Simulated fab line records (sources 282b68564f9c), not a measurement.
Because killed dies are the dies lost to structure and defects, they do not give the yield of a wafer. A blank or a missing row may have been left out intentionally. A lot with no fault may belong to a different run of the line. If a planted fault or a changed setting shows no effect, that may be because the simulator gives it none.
fab line records    flow rit-cmos
[record] lots = 6  wafers = 18  last-day = 8
route steps=202 shown PWELL@49 WELLDRIVE@50 NWELL@51 NRETRO@53 PRETRO@64
lots that met no fault: taken from a fault-free run of the same line
start-h: the number of hours between the record's first day and the start of the first shown wafer of the lot    wait-h: hours elapsed since this lot's preceding step    " unchanged from the row above    L1.1+2: several wafers, shown together as one row    - no value, or no start given    * or withheld: withheld    < > ~ a bound
route shown NAME@n: names a module that has steps shown in the file, with the first one's number in the route    usual: the fault-free wafers' mean and standard deviation    same: alike in all rows    chamber/n: place in a boat    sites: the reading at each site    _std_site: their standard deviation    _edge_site: inner sites' mean taken away from outer sites' mean    radius-mm: how far each site lies from the wafer's centre    mask NAME#n: copy n    behind: the tool/chamber that last shaped the wafer    hold: why the lot was held/for how many hours/how that ended    device: which transistor (n, p or np) failed to switch    end of line: tests run on the same wafers once the route is complete    a step without rows: its recipe alone    killed: at the first sort, the dies lost to defects and structure; wafer yield is something else    map: the dies of a wafer, with x for killed, . for not killed, _ for no die there
set.NAME: setting as actually run; set.NAME@STEP: the setting as run at that earlier step    model.NAME: the simulator's own value behind a step, which no gauge read
lots at some steps of the route; a table a step, a row a wafer
services: the hour from which a tool's chamber was out of use, counted from the record's first day as start-h (under 0 if before that day), plus the number of hours and why
[[steps]]
[step RIT_PWELL_TW_MEAS_10]
[usual] PWELL_TW = 961/8.3
lot.wafer  tool           chamber  start-h  wait-h  PWELL_TW
L210.2     film-metro-02  -        50.94    0.1     963
L210.4     "              -        "        "       961
L210.6     "              -        "        "       966
L211.1     film-metro-02  -        54.33    0.1     968
L211.2     "              -        "        "       964
L211.5     "              -        "        "       968
L219.1     film-metro-01  -        98.01    0.1     948
L219.2     "              -        "        "       957
L219.5     "              -        "        "       952
L221.2     film-metro-01  -        106.06   0.1     946
L221.3     "              -        "        "       949
L221.6     "              -        "        "       948
L224.1     film-metro-02  -        123.17   0.1     961
L224.3     "              -        "        "       958
L224.4     "              -        "        "       961
L227.1     film-metro-01  -        142.81   0.1     947
L227.4     "              -        "        "       951
L227.6     "              -        "        "       945
[step RIT_WELLDRIVE_ANNEAL_00]
[recipe] temp-c = 1100  time-s = 14700  ambient = N2
[step RIT_WELLDRIVE_RS_MEAS_01]
[recipe] thk-meas-gauge = four-point-probe
[usual] NWELL_RS = 275.5/0.85
lot.wafer  tool           chamber  start-h  wait-h  NWELL_RS[ohm/sq]
L210.2     film-metro-02  -        58.55    0.0     275.6
L210.4     "              -        "        "       274.7
L210.6     "              -        "        "       274.3
L211.1     film-metro-01  -        62.23    0.0     276.1
L211.2     "              -        "        "       275.5
L211.5     "              -        "        "       275.3
L219.1     film-metro-01  -        103.98   0.0     277.0
L219.2     "              -        "        "       276.2
L219.5     "              -        "        "       275.9
L221.2     film-metro-01  -        113.20   0.0     275.1
L221.3     "              -        "        "       273.6
L221.6     "              -        "        "       274.7
L224.1     film-metro-04  -        128.31   0.0     275.3
L224.3     "              -        "        "       275.6
L224.4     "              -        "        "       275.4
L227.1     film-metro-02  -        149.33   0.0     274.2
L227.4     "              -        "        "       276.3
L227.6     "              -        "        "       275.5
[step RIT_WELLDRIVE_RS_MEAS_02]
[recipe] thk-meas-gauge = four-point-probe
[usual] PWELL_RS = 426.1/1.5
lot.wafer  tool           chamber  start-h  wait-h  PWELL_RS[ohm/sq]
L210.2     film-metro-02  -        58.67    0.1     426.0
L210.4     "              -        "        "       426.3
L210.6     "              -        "        "       424.0
L211.1     film-metro-01  -        62.35    0.1     427.1
L211.2     "              -        "        "       426.5
L211.5     "              -        "        "       426.5
L219.1     film-metro-01  -        104.10   0.1     424.0
L219.2     "              -        "        "       424.4
L219.5     "              -        "        "       423.4
L221.2     film-metro-01  -        113.32   0.1     425.4
L221.3     "              -        "        "       425.5
L221.6     "              -        "        "       425.9
L224.1     film-metro-04  -        128.43   0.1     425.4
L224.3     "              -        "        "       427.2
L224.4     "              -        "        "       427.1
L227.1     film-metro-02  -        149.45   0.1     426.5
L227.4     "              -        "        "       425.6
L227.6     "              -        "        "       427.2
[step RIT_NRETRO_HMDS_00]
[recipe] prime-time-s = 60  prime-temp-c = 140
[step RIT_NRETRO_COAT_01]
[recipe] resist = NOVOLAK  spin-rpm = 2000  resist-thk-nm = 1300
[step RIT_NRETRO_SOFTBAKE_02]
[recipe] resist = NOVOLAK  temp-c = 90  time-s = 60
[step RIT_NRETRO_EXPOSE_03]
[recipe] mask-id = M4  na = 0.57  target-cd-nm = 43900  dose-mj = 250
[step RIT_NRETRO_PEB_04]
[recipe] resist = NOVOLAK  temp-c = withheld  time-s = withheld
[step RIT_NRETRO_DEVELOP_05]
[recipe] resist = NOVOLAK  develop-time-s = 68  dev-temp-c = 23
[step RIT_NRETRO_OVL_MEAS_06]
[usual] NRETRO_OVL = 0.2/1.5
lot.wafer  tool        chamber  start-h  wait-h  NRETRO_OVL[nm]
L210.2     overlay-02  -        59.65    -       0.2
L210.4     "           -        "        "       -0.1
L210.6     "           -        "        "       -0.9
L211.1     overlay-01  -        63.47    -       1.3
L211.2     "           -        "        "       2.3
L211.5     "           -        "        "       -1.1
L219.1     overlay-02  -        105.22   -       1.7
L219.2     "           -        "        "       0.2
L219.5     "           -        "        "       -0.9
L221.2     overlay-02  -        114.30   -       -0.3
L221.3     "           -        "        "       -2.2
L221.6     "           -        "        "       2.0
L224.1     overlay-02  -        129.43   -       2.1
L224.3     "           -        "        "       -0.3
L224.4     "           -        "        "       0.2
L227.1     overlay-02  -        150.45   -       2.5
L227.4     "           -        "        "       -0.3
L227.6     "           -        "        "       1.2
[step RIT_NRETRO_HARDBAKE_07]
[recipe] resist = NOVOLAK  temp-c = 140  time-s = 120
[step RIT_NRETRO_IMPLANT_08]
[recipe] species = P  energy-kev = 70  dose-cm2 = 1e+13  tilt-deg = 7
[usual] beam-on-s = 9.99/0.21  dose-ions-cm2 = 1.0002e+13/1.2e+10  faraday-current-uA = 31.8/0.65
lot.wafer  tool          chamber  start-h  wait-h  beam-on-s  dose-ions-cm2  faraday-current-uA
L210.2     implanter-02  0        59.96    0.2     10.16      1.0007e+13     31.2
L210.4     "             0        "        "       10.09      1.0004e+13     31.6
L210.6     "             0        "        "       9.62       1.0009e+13     32.9
L211.1     implanter-02  0        63.76    0.2     9.99       1.0019e+13     31.9
L211.2     "             0        "        "       9.83       1.0017e+13     32.3
L211.5     "             0        "        "       10.11      1.0002e+13     31.5
L219.1     implanter-02  0        105.51   0.2     9.90       7.819e+12      25.0
L219.2     "             0        "        "       9.95       7.804e+12      24.8
L219.5     "             0        "        "       10.02      7.806e+12      24.5
L221.2     implanter-02  0        114.61   0.2     10.05      7.775e+12      24.7
L221.3     "             0        "        "       10.39      7.789e+12      23.7
L221.6     "             0        "        "       9.97       7.793e+12      24.8
L224.1     implanter-01  0        129.72   0.2     10.16      9.989e+12      31.2
L224.3     "             0        "        "       9.79       1.0003e+13     32.3
L224.4     "             0        "        "       10.08      1.0013e+13     31.5
L227.1     implanter-01  0        150.74   0.2     10.26      1.0004e+13     30.8
L227.4     "             0        "        "       9.94       9.998e+12      31.8
L227.6     "             0        "        "       10.10      9.999e+12      31.6
[step RIT_NRETRO_STRIP_09]
[recipe] chemistry = O2  time-s = 180  resist = NOVOLAK  platen-temp-c = withheld  power-w = 500  pressure-mtorr = 4000  o2-flow-sccm = 4000
[usual] drypump-motor-current-A = 5.7/0.52
lot.wafer  tool             chamber  start-h  wait-h  drypump-motor-current-A  rf-hours-counter-h
L210.2     plasma-asher-04  0        60.08    0.1     5.1                      44
L210.4     "                0        "        "       5.1                      -
L210.6     "                1        "        "       6.2                      -
L211.1     plasma-asher-03  0        63.91    0.1     6.1                      27
L211.2     "                1        "        "       5.4                      27
L211.5     "                0        "        "       6.1                      -
L219.1     plasma-asher-04  1        105.68   0.1     6.1                      48
L219.2     "                0        "        "       5.1                      48
L219.5     "                0        "        "       5.1                      -
L221.2     plasma-asher-04  1        114.73   0.1     6.1                      50
L221.3     "                0        "        "       5.1                      -
L221.6     "                0        "        "       5.1                      -
L224.1     plasma-asher-01  0        129.87   0.1     5.1                      47
L224.3     "                1        "        "       6.4                      -
L224.4     "                0        "        "       5.1                      -
L227.1     plasma-asher-04  1        150.89   0.1     6.2                      54
L227.4     "                1        "        "       6.2                      -
L227.6     "                1        "        "       6.2                      -
[step RIT_NRETRO_TW_MEAS_10]
[usual] NRETRO_TW = 1052/9.1
lot.wafer  tool           chamber  start-h  wait-h  NRETRO_TW
L210.2     film-metro-02  -        60.27    0.1     1066
L210.4     "              -        "        "       1063
L210.6     "              -        "        "       1065
L211.1     film-metro-03  -        64.08    0.1     1068
L211.2     "              -        "        "       1069
L211.5     "              -        "        "       1065
L219.1     film-metro-02  -        105.85   0.1     976
L219.2     "              -        "        "       974
L219.5     "              -        "        "       979
L221.2     film-metro-02  -        114.92   0.1     976
L221.3     "              -        "        "       978
L221.6     "              -        "        "       977
L224.1     film-metro-01  -        130.04   0.1     1049
L224.3     "              -        "        "       1049
L224.4     "              -        "        "       1044
L227.1     film-metro-02  -        151.06   0.1     1057
L227.4     "              -        "        "       1052
L227.6     "              -        "        "       1054
[step RIT_PRETRO_HMDS_00]
[recipe] prime-time-s = 60  prime-temp-c = 140
[[services]]
tool             chamber  start-h  hours  kind
plasma-asher-01  -        38.09    5.4    repair
plasma-asher-01  -        100.24   14.6   pm
plasma-asher-03  -        103.58   2.8    pm
implanter-02     -        143.38   1.5    repair
[[key]]
[first-sign] step = RIT_NRETRO_IMPLANT_08  reading = dose-ions-cm2  direction = down  sigmas = 99+  usual = 1.0002e+13  struck = 7.798e+12
[effect] step = RIT_NRETRO_IMPLANT_08  reading = faraday-current-uA  direction = down  sigmas = 11  usual = 31.8  struck = 24.6
[effect] step = RIT_NRETRO_TW_MEAS_10  reading = NRETRO_TW  direction = down  sigmas = 8.4  usual = 1052  struck = 977
met-at RIT_NRETRO_IMPLANT_08
struck-wafers L219.1,L219.2,L219.5,L221.2,L221.3,L221.6
tester-left-out L219,L221
onset-between 63.76 105.51
[fault] kind = process-parameter-drift  tool = implanter-02  chamber = -  onset-h = 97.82  steps = RIT_NRETRO_IMPLANT_08  channel = dose-cm2  offset = -2.2e+12  shape = step  end-h = 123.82  acts-in = these-recipes-only  stated = 1e+13
// tester-left-out: of these lots the tester's yield and bins aren't shown, on N5 and GAA mostly nor the transistor test; their killed dies are dies lost to structure and defects alone, not to doping, threshold or leakage, so they don't give the yield
